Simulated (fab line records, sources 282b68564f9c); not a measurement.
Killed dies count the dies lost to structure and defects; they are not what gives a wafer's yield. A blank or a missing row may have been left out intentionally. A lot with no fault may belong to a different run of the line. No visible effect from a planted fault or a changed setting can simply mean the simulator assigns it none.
fab line records    flow rit_cmos
[record] lots = 14  wafers = 42  last_day = 7
route steps=202 shown CONTACT@182 M1@202
lots that met no fault: taken from a fault-free run of the same line
start_h: hours from the record's first day to the start of the lot's first wafer shown    wait_h: time in hours since the lot's previous step    " repeats the value in the row above    L1.1+2: a row that stands for several wafers    - no value, or no start given    * or withheld: withheld    < > ~ a bound
route shown NAME@n: names a module that has steps shown in the file, with the first one's number in the route    usual: mean and standard deviation over wafers with no fault    same: alike in all rows    chamber/n: place in a boat    sites: readings site by site    _std_site: their standard deviation    _edge_site: mean of outer sites minus mean of inner sites    radius_mm: how far each site lies from the wafer's centre    mask NAME#n: copy n    behind: tool/chamber where the wafer was last shaped    hold: cause of the lot's hold/its duration in hours/its outcome    device: which transistor (n, p or np) failed to switch    end of line: the tests these same wafers got at the end of their route    step lacking rows: just its recipe    killed: count of dies lost to structure and defects at first sort (not the wafer's yield)    map: shows each die of a wafer: x if killed, . if not, _ if none is there
set.NAME: the setting the step ran with; set.NAME@STEP: the setting that earlier step ran with    model.NAME: the simulator's own value behind a step, which no gauge read
steps of the route over a sample of lots; a table a step, a row a wafer
services: a tool's chamber out of use, with start hour (start_h, from the record's first day; less than 0 if before it), hours out, and reason
[[steps]]
[step RIT_CONTACT_CLEAN_13]
[recipe] chemistry = SC1  mix = 3:3:50  time_s = 600  temp_c = 75
[usual] run_length_s = 628/4
lot.wafer  tool          chamber  start_h  wait_h  run_length_s
L202.1     wet_bench-02  0        62.56    0.1     625
L202.2     "             0        "        "       625
L202.6     "             0        "        "       625
L204.1     wet_bench-01  3        68.84    0.1     627
L204.4     "             3        "        "       627
L204.5     "             3        "        "       627
L205.2     wet_bench-02  1        76.58    0.1     633
L205.4     "             1        "        "       633
L205.6     "             1        "        "       633
L206.2     wet_bench-03  3        83.08    0.1     626
L206.3     "             3        "        "       626
L206.4     "             3        "        "       626
L207.1     wet_bench-02  1        86.91    0.1     632
L207.2     "             1        "        "       632
L207.3     "             1        "        "       632
L211.1     wet_bench-02  3        107.38   0.1     627
L211.3     "             3        "        "       627
L211.5     "             3        "        "       627
L212.2     wet_bench-01  3        115.44   0.1     1073
L212.4     "             3        "        "       1073
L212.5     "             3        "        "       1073
L215.1     wet_bench-01  1        123.83   0.1     1071
L215.2     "             1        "        "       1071
L215.3     "             1        "        "       1071
L217.2     wet_bench-03  1        139.80   0.1     625
L217.4     "             1        "        "       625
L217.6     "             1        "        "       625
L218.2     wet_bench-02  1        143.72   0.1     623
L218.4     "             1        "        "       623
L218.6     "             1        "        "       623
L219.1     wet_bench-02  2        146.28   0.1     626
L219.4     "             2        "        "       626
L219.5     "             2        "        "       626
L220.4     wet_bench-02  1        148.38   0.0     623
L220.5     "             1        "        "       623
L220.6     "             1        "        "       623
L221.2     wet_bench-03  0        158.66   0.1     633
L221.4     "             0        "        "       633
L221.6     "             0        "        "       633
L224.2     wet_bench-02  1        172.13   0.1     625
L224.4     "             1        "        "       625
L224.5     "             1        "        "       625
[step RIT_M1_PROBE_99]
[usual] killed_at_contacts = 0.0/0.22  killed_at_front_end = 7/3.3  killed_dies = 7/3.3  killed_open = 3.3/1.9  killed_short = 3.6/2.1
[same] gross_dies = 264  killed_at_M0_to_M3 = 0  killed_at_M4_up = 0  killed_at_back_side = 0  killed_at_other = 0
lot.wafer  tool       chamber  start_h  wait_h  killed_at_contacts  killed_at_front_end  killed_dies  killed_open  killed_short
L205.2     prober-01  -        81.09    0.1     0                   7                    7            2            5
L205.4     prober-01  -        81.19    0.2     0                   1                    1            0            1
L205.6     prober-01  -        81.29    0.2     1                   8                    9            3            6
// killed by level:class
L205.2 GATE:geometric_particle:short=2 SPACER:geometric_particle:short=2 SPACER:geometric_particle:open=2 FOX1:geometric_particle:short=1
L205.4 GATE:geometric_particle:short=1
L205.6 GATE:geometric_particle:short=2 FOX1:geometric_particle:short=1 FOX1:geometric_particle:open=1 FOX2:geometric_particle:open=1 REOX:geometric_particle:open=1 SPACER:geometric_particle:short=1 SILICIDE:geometric_particle:short=1 CONTACT:geometric_particle:short=1
[[services]]
tool          chamber  start_h  hours  kind
wet_bench-03  -        79.36    2.7    repair
wet_bench-03  -        111.24   2.2    repair
[[key]]
[first_sign] step = RIT_CONTACT_CLEAN_13  reading = run_length_s  direction = up  sigmas = 99+  usual = *  struck = *
effect none on later readings
met_at RIT_CONTACT_CLEAN_13
struck_lots L212,L215
tester_left_out L212,L215
onset_between 68.84 115.44
[fault] kind = process_parameter_drift  tool = wet_bench-01  chamber = -  onset_h = 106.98  steps = RIT_CONTACT_CLEAN_13  channel = time_s  offset = *  shape = step  end_h = 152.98  acts_in = *  stated = *
// tester_left_out: of these lots the tester's yield and bins aren't shown, on N5 and GAA mostly nor the transistor test; their killed dies are dies lost to structure and defects alone, not to doping, threshold or leakage, so they don't give the yield
